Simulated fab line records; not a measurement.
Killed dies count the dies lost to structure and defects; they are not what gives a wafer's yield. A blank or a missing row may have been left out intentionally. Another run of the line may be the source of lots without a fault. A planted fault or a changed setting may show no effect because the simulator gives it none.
Comparing a struck lot with a sound one    flow berkeley cmos170    31 steps out of a route of 331
Sound: wafers L207.1, L207.4, L207.5. Wafers struck: L220.2, L220.3, L220.6. The cause is named last.
Each step with rows lists, per side, the tool, then ch with its chambers, then its first start. Under that, the readings that differ: sound wafers    struck wafers    difference of the means    sigmas: that difference in standard deviations of wafers without a fault.
alike: same words and numbers on both sides, and readings whose means sit less than 2 such deviations apart. not compared: any withheld reading, any reading some wafer has no value for, any bound like >300 that may hide the same value, and any number with overlapping values for which the record gives no deviation.
Wherever a step has rows on one side only, a row that says differs or no value, or a row with sigmas, the two part there. When numbers do not overlap yet have no deviation, they are printed without sigmas and do not part them. Lack of a reading on every wafer of one side parts them only where that side has two or more wafers.

first, 6 steps without rows for these wafers: UCB170_M2_COAT_09; UCB170_M2_COAT_10 (resist thk 900 nm); UCB170_M2_SOFTBAKE_11 (time 60 s); UCB170_M2_EXPOSE_12 (exposes mask METAL2, target cd 700 nm); UCB170_M2_PEB_13; UCB170_M2_DEVELOP_14 (develop time 45 s).
UCB170_M2_CD_MEAS_15: target cd 700 nm.
  sound: cd sem-01 at day 9 08:49; struck: cd sem-01 at day 13 02:10
  alike: cd nm
UCB170_M2_OVL_MEAS_16:
  sound: overlay-02 at day 9 08:56; struck: overlay-02 at day 13 02:21
  alike: M2_OVL
UCB170_M2_ETCH_17: etches BARC in N2/H2.
  sound on rie diel-04 ch 1,2,3, day 9 08:58; struck on rie diel-02 ch 0,2, day 13 02:26
  alike: drypump motor current A, n2 flow sccm, oes product au, rf fwd power W, throttle valve pct
UCB170_M2_METAL_ETCH_18: etches Al in Cl2/BCl3, stops on SiO2, target depth 1170 nm, time 195 s.
  sound on rie metal-02 ch 0,1, day 9 09:00; struck on rie metal-01 ch 1, day 13 02:28
  alike: drypump motor current A, mfc cl2 sccm, oes product au, rf fwd power W, throttle valve pct
  not compared: rf hours counter h
UCB170_M2_STRIP_19: strips in O2.
  sound on plasma asher-02 ch 0,1, day 9 09:11; struck on plasma asher-01 ch 0,1, day 13 02:47
  alike: drypump motor current A, oes product au
  not compared: rf hours counter h
UCB170_M2_CD_MEAS_90: target cd 700 nm.
  sound: cd sem-02 at day 9 09:17; struck: cd sem-02 at day 13 02:54
  alike: cd nm
UCB170_V2_CVD_00: deposits SiO2 from TEOS/O2, target thk 2000 nm, time 250 s.
  sound on pecvd-01 ch 0,1,2, day 9 09:25; struck on pecvd-04 ch 0,1, day 13 03:00
reading                              sound           struck           difference  sigmas
model.SiO2_of_V2_CVD_00.thk nm (nm)  1973 1998 2005  1018 975.1 1012  -990        
  alike: heater power w, rf fwd power W
UCB170_V2_THK_MEAS_01:
  sound: film metro-01 at day 9 09:34; struck: film metro-02 at day 13 03:29
reading           sound           struck         difference  sigmas
V2_TEOS_THK (nm)  1974 1998 2006  1018 974 1012  -991        -40
  not compared: hold
UCB170_V2_CMP_02: polishes SiO2.
  sound on cmp-02 ch 0,1,2, day 9 09:44; struck on cmp-01 ch 0,3, day 13 09:53
reading  sound  struck                                                                      difference                    sigmas
hold     - - -  await dispo/6.3h/release await dispo/6.3h/release await dispo/6.3h/release  no value on the sound wafers  
  alike: head pressure psi, motor current A
UCB170_V2_BOW_MEAS_03:
  sound: film metro-04 at day 9 09:56; struck: film metro-04 at day 13 10:30
reading      sound     struck  difference                     sigmas
V2_BOW (um)  29 17 38  - - -   no value on the struck wafers  
  not compared: hold
UCB170_V2_THK_MEAS_04:
  sound: film metro-04 at day 9 10:03; struck: film metro-04 at day 13 15:15
reading               sound                struck                                                                      difference                    sigmas
hold                  - - -                await dispo/4.6h/release await dispo/4.6h/release await dispo/4.6h/release  no value on the sound wafers  
V2_POLISHED_THK (nm)  1002.1 999.1 1002.3  998.7 975.0 999.1                                                           -10.2                         -8
then, 7 steps without rows for these wafers: UCB170_V2_CLEAN_05 (cleans in DIW); UCB170_V2_HMDS_06 (prime time 60 s); UCB170_V2_COAT_07 (resist thk 900 nm); UCB170_V2_SOFTBAKE_08 (time 60 s); UCB170_V2_EXPOSE_09 (exposes mask VIA2, target cd 700 nm); UCB170_V2_PEB_10; UCB170_V2_DEVELOP_11 (develop time 45 s).
UCB170_V2_CD_MEAS_12: target cd 700 nm.
  sound: cd sem-02 at day 9 11:16; struck: cd sem-01 at day 13 16:21
  alike: cd nm
UCB170_V2_OVL_MEAS_13:
  sound: overlay-01 at day 9 11:23; struck: overlay-01 at day 13 16:28
  alike: V2_OVL
UCB170_V2_ETCH_14: etches SiO2 in CHF3/CF4/Ar, stops on Al, target depth 1250 nm, time 291 s.
  sound on rie diel-03 ch 0,1,3, day 9 11:25; struck on rie diel-03 ch 1,3, day 13 16:29
reading                         sound            struck             difference  sigmas
model.etch.depth nm (nm)        1003 999.6 1002  998.6 975.1 999.2  -10.6       
model.V2.feature depth nm (nm)  1003 999.6 1003  998.8 975.2 999.3  -10.8       
  alike: drypump motor current A, mfc ar sccm, oes product au, rf fwd power W, throttle valve pct
  not compared: rf hours counter h
then, 1 step without rows for these wafers: UCB170_V2_STRIP_15 (strips in O2).
UCB170_V2_CD_MEAS_90: target cd 700 nm.
  sound: cd sem-01 at day 9 11:42; struck: cd sem-01 at day 13 16:47
  alike: cd nm
UCB170_M3_PRE_CLEAN_00: preclean etch time 60 s.
  sound: pvd sputter-03 at day 9 11:49; struck: pvd sputter-03 at day 13 16:53
reading                              sound              struck             difference  sigmas
model.SiO2_of_V2_CVD_00.thk nm (nm)  997.3 994.3 997.1  993.2 969.8 993.9  -10.6       
UCB170_M3_SPUTTER_01: material Al, target thk 900 nm, time 120 s.
  sound: pvd sputter-03 at day 9 11:53; struck: pvd sputter-03 at day 13 16:57
  alike: throttle valve pct

== WHERE THEY PART ==
At UCB170_V2_THK_MEAS_01 first; at UCB170_V2_THK_MEAS_04 last (within this record only). Later steps at which nothing parts them and some readings are alike: UCB170_V2_CD_MEAS_12, UCB170_V2_OVL_MEAS_13, UCB170_V2_ETCH_14, UCB170_V2_CD_MEAS_90, UCB170_M3_SPUTTER_01.

WHY: the cause the simulator had injected
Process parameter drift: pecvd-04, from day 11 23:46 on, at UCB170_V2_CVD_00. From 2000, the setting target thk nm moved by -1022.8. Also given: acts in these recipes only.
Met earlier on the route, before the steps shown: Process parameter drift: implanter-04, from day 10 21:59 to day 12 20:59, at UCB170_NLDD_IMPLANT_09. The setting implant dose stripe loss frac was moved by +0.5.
